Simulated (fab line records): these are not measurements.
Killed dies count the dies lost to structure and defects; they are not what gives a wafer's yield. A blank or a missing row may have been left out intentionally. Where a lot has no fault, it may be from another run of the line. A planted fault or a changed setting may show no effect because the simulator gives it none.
A lot that was struck, set against a sound lot :: flow berkeleyCmos170 :: 20 out of 331 route steps
Sound: these wafers, L877.2, L877.4, L877.5. Struck: wafers L881.1, L881.2, L881.3. The cause comes at the end.
Per side, at each step with rows, come the tool, then ch with its chambers, and then its first start. Under that, the readings that differ: sound wafers :: struck wafers :: difference of the means :: sigmas: that difference in standard deviations of wafers without a fault.
alike: same words and numbers on both sides, and readings whose means sit less than 2 such deviations apart. not compared: any withheld reading, any reading some wafer has no value for, any bound like >300 that may hide the same value, and any number with overlapping values for which the record gives no deviation.
The two part at a step that has a row with sigmas, a row that says differs or no value, or rows on one side only. Numbers that have no deviation but don't overlap get no sigmas and don't part them. A reading that every wafer of one side lacks parts them only if that side has two wafers or more.

first, 3 steps without rows for these wafers: UCB170_ACTIVE_EXPOSE_10 (exposes mask ACTIVE, target cd 1200 nm); UCB170_ACTIVE_PEB_11; UCB170_ACTIVE_DEVELOP_12 (develop time 45 s).
UCB170_ACTIVE_CD_MEAS_13: the cd target is 1200 nm.
  sound on cdSem-01, day 4 09:47; struck on cdSem-01, day 5 15:38
  alike: cdNm
UCB170_ACTIVE_OVL_MEAS_14:
  sound on overlay-01, day 4 09:54; struck on overlay-02, day 5 15:46
  alike: ACTIVE_OVL
UCB170_ACTIVE_ETCH_15: etches Si3N4 in CH3F/Ar/O2, stops on SiO2, target depth 242 nm, time 151 s.
  sound on rieDiel-02 ch 2,3, day 4 09:56; struck on rieDiel-01 ch 0,1,3, day 5 15:47
  alike: drypumpMotorCurrentA, mfcArSccm, oesProductAu, throttleValvePct
  not compared: rfHoursCounterH
UCB170_ACTIVE_STRIP_16: strips in O2.
  sound on plasmaAsher-02 ch 0, day 4 10:02; struck on plasmaAsher-04 ch 0,1, day 5 15:53
  alike: drypumpMotorCurrentA, oesProductAu, stripTimeToEndpointS
  not compared: rfHoursCounterH
UCB170_ACTIVE_CD_MEAS_90: the cd target is 1200 nm.
  sound on cdSem-01, day 4 10:09; struck on cdSem-02, day 5 16:02
  alike: cdNm
then, 4 steps without rows for these wafers: UCB170_ACTIVE_CLEAN_17 (cleans in SPM, time 600 s); UCB170_PFIELD_HMDS_00 (prime time 60 s); UCB170_PFIELD_COAT_01 (resist thk 900 nm); UCB170_PFIELD_SOFTBAKE_02 (time 60 s).
UCB170_PFIELD_EXPOSE_03: exposes mask PFIELD, target cd 1500 nm.
  sound on krfScanner-02 ch 0, day 4 11:03; struck on krfScanner-02 ch 0, day 5 20:31
reading: mask
sound: PFIELD#0 PFIELD#0 PFIELD#0
struck: NWELL#0 NWELL#0 NWELL#0
difference: differs
sigmas: 
  alike: stageVelMmS
then, 2 steps without rows for these wafers: UCB170_PFIELD_PEB_04; UCB170_PFIELD_DEVELOP_05 (develop time 45 s).
UCB170_PFIELD_OVL_MEAS_06:
  sound on overlay-01, day 4 11:37; struck on overlay-01, day 5 21:07
reading: PFIELD_OVL (nm)
sound: -10 -2 2
struck: - - -
difference: no value on the struck wafers
sigmas: 
then, 1 step without rows for these wafers: UCB170_PFIELD_IMPLANT_07.
UCB170_PFIELD_STRIP_08: strips in O2.
  sound on plasmaAsher-03 ch 1, day 4 11:48; struck on plasmaAsher-04 ch 0,1, day 5 21:17
  alike: drypumpMotorCurrentA, oesProductAu, stripTimeToEndpointS
  not compared: rfHoursCounterH
UCB170_PFIELD_TW_MEAS_09:
  sound on filmMetro-04, day 4 11:55; struck on filmMetro-03, day 5 21:23
reading: PFIELD_TW
sound: 609 609 610
struck: 30 30 30
difference: -579
sigmas: -95
then, 1 step without rows for these wafers: UCB170_FIELD_CLEAN_00 (cleans in dHF, time 7.5 s).

WHERE THEY PART
At UCB170_PFIELD_EXPOSE_03 first; at UCB170_PFIELD_TW_MEAS_09 last (within this record only).

WHY: what the simulator had put in
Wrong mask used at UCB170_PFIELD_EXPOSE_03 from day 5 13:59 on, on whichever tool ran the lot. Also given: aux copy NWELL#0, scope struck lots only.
